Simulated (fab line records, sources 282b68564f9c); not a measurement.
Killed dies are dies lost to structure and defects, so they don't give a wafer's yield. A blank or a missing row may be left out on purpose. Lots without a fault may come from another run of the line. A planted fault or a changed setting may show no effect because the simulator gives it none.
Split-lot experiment | flow rit_cmos | 5 lots, 23 wafers read, on a route of 202 steps

THE SPLIT
At RIT_ACTIVE_COAT_06 (resist thk 1000 nm), the setting resist_thk_nm was moved away from the recipe's 1000 nm on 7 of the 23 wafers read, by -1.9% to +2.3%. The other wafers ran this setting at the recipe's value.

FROM THE SPLIT TO THE READING: what the file shows between them, 5 steps
- RIT_ACTIVE_EXPOSE_08: exposes mask M1, target cd 1400 nm (also split here: dose_mj)
- RIT_ACTIVE_PEB_09
- RIT_ACTIVE_DEVELOP_10: develop time 48.04 s
- RIT_ACTIVE_CD_MEAS_11: target cd 1400 nm
- RIT_ACTIVE_HARDBAKE_12: time 60 s

THE READING
NOVOLAK_of_ACTIVE_COAT_06.thk_nm (the simulator's own value, which no gauge read), in nm, at RIT_ACTIVE_ETCH_13 (etches Si3N4 in SF6, stops on SiO2, time 210 s, target depth 210 nm). The file gives no usual value for it. The 16 wafers here that ran the recipe average 654.5 nm, standard deviation 5.4 nm.

wafer  | tool, chamber at the split | resist_thk_nm as run, nm | against the recipe | NOVOLAK_of_ACTIVE_COAT_06.thk_nm, nm | against lot-mates on the recipe
L078.1 | litho_track-02, 0          | 981.1                    | -1.9%              | 645.7                                | -14.1
L078.2 | litho_track-02, 0          | 981.1                    | -1.9%              | 648.2                                | -11.6
L078.3 | litho_track-02, 0          | 1000                     | recipe             | 656.4                                | -
L078.5 | litho_track-02, 0          | 1000                     | recipe             | 662.3                                | -
L078.6 | litho_track-02, 0          | 1000                     | recipe             | 660.6                                | -
L079.1 | litho_track-01, 0          | 1000                     | recipe             | 648.2                                | -
L079.2 | litho_track-01, 0          | 1000                     | recipe             | 651.1                                | -
L079.4 | litho_track-01, 0          | 1000                     | recipe             | 645.1                                | -
L079.5 | litho_track-01, 0          | 1000                     | recipe             | 647.7                                | -
L079.6 | litho_track-01, 0          | 1000                     | recipe             | 647.6                                | -
L080.1 | litho_track-02, 0          | 1000                     | recipe             | 662                                  | -
L080.2 | litho_track-02, 0          | 1023                     | +2.3%              | 675.8                                | +15.0
L080.3 | litho_track-02, 0          | 1023                     | +2.3%              | 681.8                                | +21.0
L080.4 | litho_track-02, 0          | 1000                     | recipe             | 659.5                                | -
L080.5 | litho_track-02, 0          | 1023                     | +2.3%              | 677.6                                | +16.9
L083.1 | litho_track-03, 0          | 1020                     | +2.0%              | 667                                  | +13.4
L083.2 | litho_track-03, 0          | 1000                     | recipe             | 655.6                                | -
L083.3 | litho_track-03, 0          | 1020                     | +2.0%              | 674.3                                | +20.7
L083.4 | litho_track-03, 0          | 1000                     | recipe             | 653.8                                | -
L083.6 | litho_track-03, 0          | 1000                     | recipe             | 651.3                                | -
L084.1 | litho_track-03, 0          | 1000                     | recipe             | 654.6                                | -
L084.4 | litho_track-03, 0          | 1000                     | recipe             | 655.2                                | -
L084.6 | litho_track-03, 0          | 1000                     | recipe             | 660.3                                | -

THE FIT
A straight line over all 23 wafers: NOVOLAK_of_ACTIVE_COAT_06.thk_nm changes by +8.01 nm for each +1% of resist_thk_nm; r = +0.86; the points scatter about the line by 5.7 nm.
The same after taking each lot's own level away (the mean of its wafers on the recipe; 23 wafers): +7.62 nm for each +1%; r = +0.96; scatter 2.5 nm.
On that fit, the largest move of resist_thk_nm shifts the reading by 18 nm.
The lots' own levels span 647.94 to 660.75 nm, that is 2.4 times the standard deviation above.
So the lot-to-lot level changes the slope little: the two slopes agree.
Check: with one of the wafers moved furthest among these (+2.3%) left out of the fit, the line predicts +18.5 nm for it against its lot-mates. It came out at +15 nm against them.

OTHER SPLITS ON THESE WAFERS
These wafers also went through other splits before the reading. Each is held against what the fit with the lots' levels taken away leaves over:
other split on the same wafers | wafers away from the commonest value | r with NOVOLAK_of_ACTIVE_COAT_06.thk_nm (lot level and that fit taken away)
RIT_ACTIVE_EXPOSE_08 dose_mj   | 5                                    | +0.06

THE WHOLE CHAIN: every reading that the file lists as answering this split, in the file's order
step                   | what it does                                                        | reading                                                                           | change (the file's fit)              | r (the file's)
RIT_ACTIVE_COAT_06     | resist thk 1000 nm                                                  | NOVOLAK_of_ACTIVE_COAT_06.thk_nm (the simulator's own value, which no gauge read) | +10.4 nm for each +1% of the setting | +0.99
RIT_ACTIVE_HARDBAKE_12 | time 60 s                                                           | NOVOLAK_of_ACTIVE_COAT_06.thk_nm (the simulator's own value, which no gauge read) | +9.05 nm for each +1% of the setting | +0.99
RIT_ACTIVE_ETCH_13     | etches Si3N4 in SF6, stops on SiO2, time 210 s, target depth 210 nm | NOVOLAK_of_ACTIVE_COAT_06.thk_nm (the simulator's own value, which no gauge read) | +7.69 nm for each +1% of the setting | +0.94

THE FILE'S OWN FIT
NOVOLAK_of_ACTIVE_COAT_06.thk_nm changes by +7.69 nm for each +1% of resist_thk_nm, r = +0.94.
